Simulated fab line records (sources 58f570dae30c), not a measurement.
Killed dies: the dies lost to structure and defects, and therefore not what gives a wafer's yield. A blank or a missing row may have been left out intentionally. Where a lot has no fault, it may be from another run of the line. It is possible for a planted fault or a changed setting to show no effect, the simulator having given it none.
Matching of chambers    flow berkeley_cmos170    UCB170_V2_CMP_02 on cmp-02: 4 sister chambers
The step polishes SiO2. 16 wafers are shown with their chamber, then 8 later ones without.

## WAFERS WITH THEIR CHAMBER
wafer   chamber  motor_current_A (A)  slurry_filter_dp_kPa (kPa)
L246.1  0        16.2                 13.45
L246.3  1        14.2                 13.26
L246.5  0        16.9                 13.58
L247.1  3        15.0                 13.48
L247.3  0        15.9                 13.59
L247.5  0        16.3                 13.37
L250.1  1        14.1                 13.54
L250.2  2        13.0                 13.67
L250.6  1        14.0                 13.53
L251.2  2        13.7                 13.71
L251.4  3        14.5                 13.44
L251.5  2        12.8                 13.86
L253.2  3        15.5                 13.62
L253.5  1        14.8                 13.64
L253.6  0        16.1                 13.63
L260.1  2        13.3                 13.31

SIGNATURES (averages over the wafers above)
reading               chamber 0  chamber 1  chamber 2  chamber 3  scatter within a chamber
motor_current_A       16.280     14.275     13.200     15.000     0.4
slurry_filter_dp_kPa  13.5240    13.4925    13.6375    13.5133    0.16
Rule: a wafer's distance from a chamber is the root of the sum, over the readings, of the square of ((its reading less the chamber's mean) divided by the reading's scatter). If the next closest chamber is less than 2 further off than the closest, the wafer can't be placed; otherwise it belongs to the closest. How the scatter is found: for the shown wafers, subtract from each reading the mean of its chamber, square and add these, divide the total by (wafers less chambers), then take the root.

## WAFERS WHOSE CHAMBER IS MISSING
wafer   motor_current_A (A)  slurry_filter_dp_kPa (kPa)
L260.5  16.8                 13.68
L260.6  15.2                 13.56
L266.1  17.3                 13.66
L266.2  14.8                 13.64
L266.3  13.4                 13.60
L267.1  14.8                 13.51
L267.2  14.4                 13.51
L267.6  14.8                 13.63

## WHICH CHAMBER EACH WENT THROUGH
wafer   from the rows above      in truth
L260.5  0                        0
L260.6  can't be placed: 3 or 1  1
L266.1  0                        0
L266.2  can't be placed: 3 or 1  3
L266.3  can't be placed: 2 or 1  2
L267.1  can't be placed: 3 or 1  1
L267.2  can't be placed: 1 or 3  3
L267.6  can't be placed: 3 or 1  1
2 of 8 placed correctly. These rows do not allow placing 6 (true chamber among the candidates in 6). Placed wrongly: 0.
